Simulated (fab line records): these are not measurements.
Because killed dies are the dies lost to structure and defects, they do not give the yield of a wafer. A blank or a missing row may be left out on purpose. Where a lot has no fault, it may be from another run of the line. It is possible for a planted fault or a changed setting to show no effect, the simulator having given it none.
fab line records | flow ritCmos
[record] lots = 14 | wafers = 42 | lastDay = 7
route steps=202 shown PWELL@47
lots with no fault: from the same line, run without faults
startH: start of the lot's first displayed wafer, in hours after the record's first day | waitH: how many hours have passed since the lot's step before this one | " unchanged from the row above | L1.1+2: a row that stands for several wafers | - no value, or no start given | * or withheld: withheld | < > ~ a bound
route shown NAME@n: NAME is a module with steps in the file, n the number in the route of the first one | usual: mean/standard deviation of fault-free wafers | same: alike in all rows | chamber/n: place in a boat | sites: each site's reading | _std_site: standard deviation across them | _edge_site: the outer-site mean with the inner-site mean subtracted | radiusMm: for every site, how far away it sits from the centre of the wafer | mask NAME#n: copy n | behind: the most recent tool/chamber to have shaped the wafer | hold: reason for holding the lot/hours on hold/outcome of the hold | device: whichever transistor did not switch (one of n, p or np) | end of line: the tests these same wafers got at the end of their route | where a step has no rows: the recipe by itself | killed: not the wafer's yield, but the dies lost to structure and defects at the first sort | map: the dies of a wafer, with x for killed, . for not killed, _ for no die there
set.NAME: the run value of the setting; set.NAME@STEP: its run value at that earlier step | model.NAME: the simulator's own value behind a step, which no gauge read
the route's steps for a sample of lots (tables are steps, rows are wafers)
services: when a tool's chamber went out of use (startH, in hours from the record's first day, below 0 if earlier), for how many hours, and the reason
[[steps]]
[step RIT_PWELL_IMPLANT_08]
[recipe] species = B | energyKev = 170 | doseCm2 = 7e+13 | tiltDeg = 7
[usual] beamOnS = 9.97/0.22 | faradayCurrentUA = 223/4.7
lot.wafer | tool         | chamber | startH | waitH | beamOnS | faradayCurrentUA
L339.2    | implanter-03 | 0       | 25.42  | 0.2   | 10.07   | 220
L339.4    | "            | 0       | "      | "     | 9.84    | 226
L339.6    | "            | 0       | "      | "     | 10.18   | 218
L340.1    | implanter-03 | 0       | 30.98  | 0.2   | 9.64    | 231
L340.3    | "            | 0       | "      | "     | 9.99    | 222
L340.4    | "            | 0       | "      | "     | 10.00   | 222
L341.3    | implanter-03 | 0       | 34.03  | 0.2   | 10.20   | 218
L341.5    | "            | 0       | "      | "     | 9.43    | 235
L341.6    | "            | 0       | "      | "     | 9.92    | 223
L345.2    | implanter-04 | 0       | 53.96  | 0.2   | 9.77    | 227
L345.4    | "            | 0       | "      | "     | 9.97    | 221
L345.6    | "            | 0       | "      | "     | 9.84    | 226
L346.1    | implanter-04 | 0       | 58.14  | 0.2   | 9.00    | 248
L346.2    | "            | 0       | "      | "     | 8.90    | 250
L346.3    | "            | 0       | "      | "     | 9.17    | 242
L348.2    | implanter-04 | 0       | 69.73  | 0.2   | 9.04    | 246
L348.3    | "            | 0       | "      | "     | 8.59    | 258
L348.6    | "            | 0       | "      | "     | 8.90    | 251
L350.1    | implanter-03 | 0       | 79.14  | 0.2   | 9.82    | 227
L350.4    | "            | 0       | "      | "     | 9.90    | 224
L350.5    | "            | 0       | "      | "     | 10.39   | 213
L351.1    | implanter-01 | 0       | 84.06  | 0.2   | 10.09   | 221
L351.2    | "            | 0       | "      | "     | 9.82    | 226
L351.5    | "            | 0       | "      | "     | 10.33   | 215
L352.1    | implanter-01 | 0       | 87.55  | 0.2   | 9.58    | 232
L352.4    | "            | 0       | "      | "     | 10.09   | 221
L352.6    | "            | 0       | "      | "     | 10.15   | 219
L353.1    | implanter-03 | 0       | 94.33  | 0.2   | 9.55    | 232
L353.3    | "            | 0       | "      | "     | 9.51    | 233
L353.4    | "            | 0       | "      | "     | 10.08   | 220
L356.1    | implanter-03 | 0       | 109.73 | 0.2   | 10.19   | 218
L356.3    | "            | 0       | "      | "     | 9.94    | 224
L356.5    | "            | 0       | "      | "     | 10.07   | 221
L358.2    | implanter-03 | 0       | 127.39 | 0.2   | 9.95    | 223
L358.3    | "            | 0       | "      | "     | 10.00   | 221
L358.5    | "            | 0       | "      | "     | 9.80    | 226
L360.2    | implanter-03 | 0       | 132.82 | 0.2   | 9.73    | 227
L360.3    | "            | 0       | "      | "     | 10.08   | 222
L360.4    | "            | 0       | "      | "     | 10.12   | 220
L362.1    | implanter-04 | 0       | 141.74 | 0.2   | 9.92    | 223
L362.2    | "            | 0       | "      | "     | 9.48    | 233
L362.6    | "            | 0       | "      | "     | 9.66    | 229
[step RIT_WELLDRIVE_RS_MEAS_02]
[recipe] thkMeasGauge = four-point-probe
[usual] PWELL_RS = 429.3/1.1
lot.wafer | tool         | chamber | startH | waitH | PWELL_RS[ohm/sq]
L339.2    | filmMetro-03 | -       | 31.00  | 0.1   | 430.1
L339.4    | "            | -       | "      | "     | 429.3
L339.6    | "            | -       | "      | "     | 431.6
L340.1    | filmMetro-04 | -       | 36.75  | 0.1   | 429.1
L340.3    | "            | -       | "      | "     | 429.1
L340.4    | "            | -       | "      | "     | 428.5
L341.3    | filmMetro-03 | -       | 39.69  | 0.1   | 429.7
L341.5    | "            | -       | "      | "     | 428.9
L341.6    | "            | -       | "      | "     | 428.1
L345.2    | filmMetro-04 | -       | 59.91  | 0.1   | 429.3
L345.4    | "            | -       | "      | "     | 428.5
L345.6    | "            | -       | "      | "     | 428.7
L346.1    | filmMetro-03 | -       | 63.90  | 0.1   | 461.1
L346.2    | "            | -       | "      | "     | 460.5
L346.3    | "            | -       | "      | "     | 460.2
L348.2    | filmMetro-03 | -       | 75.55  | 0.1   | 461.9
L348.3    | "            | -       | "      | "     | 461.9
L348.6    | "            | -       | "      | "     | 462.4
L350.1    | filmMetro-03 | -       | 85.48  | 0.1   | 430.8
L350.4    | "            | -       | "      | "     | 431.1
L350.5    | "            | -       | "      | "     | 429.8
L351.1    | filmMetro-04 | -       | 90.01  | 0.1   | 429.8
L351.2    | "            | -       | "      | "     | 429.7
L351.5    | "            | -       | "      | "     | 429.3
L352.1    | filmMetro-03 | -       | 93.14  | 0.1   | 428.2
L352.4    | "            | -       | "      | "     | 428.3
L352.6    | "            | -       | "      | "     | 429.0
L353.1    | filmMetro-04 | -       | 99.92  | 0.1   | 430.8
L353.3    | "            | -       | "      | "     | 431.1
L353.4    | "            | -       | "      | "     | 431.0
L356.1    | filmMetro-03 | -       | 115.62 | 0.1   | 429.4
L356.3    | "            | -       | "      | "     | 428.9
L356.5    | "            | -       | "      | "     | 429.7
L358.2    | filmMetro-03 | -       | 133.35 | 0.1   | 429.1
L358.3    | "            | -       | "      | "     | 428.4
L358.5    | "            | -       | "      | "     | 427.4
L360.2    | filmMetro-01 | -       | 138.59 | 0.1   | 427.1
L360.3    | "            | -       | "      | "     | 428.7
L360.4    | "            | -       | "      | "     | 427.0
L362.1    | filmMetro-01 | -       | 147.33 | 0.1   | 429.1
L362.2    | "            | -       | "      | "     | 429.1
L362.6    | "            | -       | "      | "     | 430.0
[[services]]
tool         | chamber | startH | hours | kind
implanter-01 | -       | 19.88  | 58.4  | repair
implanter-04 | -       | 40.73  | 2.8   | repair
implanter-03 | -       | 111.90 | 3.0   | pm
implanter-03 | -       | 115.48 | 6.8   | pm
implanter-04 | -       | 134.25 | 1.2   | repair
[[key]]
[firstSign] step = RIT_PWELL_IMPLANT_08 | reading = faradayCurrentUA | direction = up | sigmas = 5.6 | usual = 223 | struck = 249
[effect] step = RIT_PWELL_IMPLANT_08 | reading = beamOnS | direction = down | sigmas = 4.8 | usual = 9.97 | struck = 8.93
[effect] step = RIT_WELLDRIVE_RS_MEAS_02 | reading = PWELL_RS | direction = up | sigmas = 29 | usual = 429.3 | struck = 461.4
metAt RIT_PWELL_IMPLANT_08
struckLots L346,L348
testerLeftOut L346,L348
[loopTrim] step = RIT_M1_EXPOSE_06 | setting = dose | lots = L348
onsetBetween 53.96 58.14
[fault] kind = processParameterDrift | tool = implanter-04 | chamber = - | onsetH = 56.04 | steps = RIT_PWELL_IMPLANT_08 | channel = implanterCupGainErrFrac | offset = 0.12 | shape = step | endH = 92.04
// testerLeftOut: of these lots the tester's yield and bins aren't shown, on N5 and GAA mostly nor the transistor test; their killed dies are dies lost to structure and defects alone, not to doping, threshold or leakage, so they don't give the yield
// loopTrim: a control loop set the setting to another value than it would have without faults
